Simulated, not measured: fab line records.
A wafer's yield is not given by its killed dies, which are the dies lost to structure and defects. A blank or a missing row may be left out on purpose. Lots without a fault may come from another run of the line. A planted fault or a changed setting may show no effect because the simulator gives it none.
A lot that was struck, set against a sound lot	flow rit-cmos	19 out of 202 route steps
Sound: these wafers, L846.1, L846.2, L846.3. Wafers struck: L851.1, L851.2, L851.4. Last of all comes the cause.
Per side, at each step with rows, come the tool, then ch with its chambers, and then its first start. Under that, the readings that differ: sound wafers	struck wafers	difference of the means	sigmas: that difference in standard deviations of wafers without a fault.
alike: words and numbers the same on both sides, and readings whose means are apart by under 2 such deviations; not compared: readings that were withheld, readings missing a value for some wafer, numbers with overlapping values and no deviation given by the record, and bounds like >300 which may hide the same value.
The two part at a step that has a row with sigmas, a row that says differs or no value, or rows on one side only. Numbers that don't overlap but have no deviation are shown without sigmas and don't part them. A reading that every wafer of one side lacks parts them only if that side has two wafers or more.

first, 2 steps without rows for these wafers: RIT_NSD_PEB_04; RIT_NSD_DEVELOP_05 (develop time 50 s).
RIT_NSD_OVL_MEAS_06:
  sound on overlay-02, day 5 01:05; struck on overlay-01, day 5 21:34
  alike: NSD_OVL
then, 2 steps without rows for these wafers: RIT_NSD_HARDBAKE_07 (time 60 s); RIT_NSD_IMPLANT_08.
RIT_NSD_STRIP_09: strips in O2, time 180 s.
  sound on plasma-asher-02 ch 0,1, day 5 01:25; struck on plasma-asher-02 ch 0,1, day 5 21:55
  alike: drypump-motor-current-A
  not compared: rf-hours-counter-h
RIT_NSD_TW_MEAS_10:
  sound on film-metro-02, day 5 01:36; struck on film-metro-04, day 5 22:05
reading	sound	struck	difference	sigmas
NSD_TW	3040 3052 3026	3130 3113 3117	+81	+3
then, 5 steps without rows for these wafers: RIT_PSD_HMDS_00 (prime time 60 s); RIT_PSD_COAT_01 (resist thk 1000 nm); RIT_PSD_SOFTBAKE_02 (time 60 s); RIT_PSD_EXPOSE_03 (exposes mask M10, target cd 40900 nm); RIT_PSD_PEB_04.
RIT_PSD_DEVELOP_05: develop time 50 s.
  sound on litho-track-01 ch 0, day 5 02:00; struck on litho-track-01 ch 0, day 5 22:00
RIT_PSD_OVL_MEAS_06:
  sound on overlay-01, day 5 02:31; struck on overlay-02, day 5 22:59
  alike: PSD_OVL
then, 2 steps without rows for these wafers: RIT_PSD_HARDBAKE_07 (time 60 s); RIT_PSD_IMPLANT_08.
RIT_PSD_STRIP_09: strips in O2, time 180 s.
  sound on plasma-asher-04 ch 0,1, day 5 02:51; struck on plasma-asher-03 ch 0,1, day 5 23:20
  alike: drypump-motor-current-A
  not compared: rf-hours-counter-h
RIT_PSD_TW_MEAS_10:
  sound on film-metro-03, day 5 03:01; struck on film-metro-03, day 5 23:30
reading	sound	struck	difference	sigmas
PSD_TW	3412 3427 3420	30 30 30	-3390	-99 or more
then, 1 step without rows for these wafers: RIT_SDANNEAL_CLEAN_00 (cleans in SC1, time 600 s).

## WHERE THEY PART
Last at RIT_PSD_TW_MEAS_10 as far as this record goes, first at RIT_NSD_TW_MEAS_10.

WHY: what had been put in by the simulator
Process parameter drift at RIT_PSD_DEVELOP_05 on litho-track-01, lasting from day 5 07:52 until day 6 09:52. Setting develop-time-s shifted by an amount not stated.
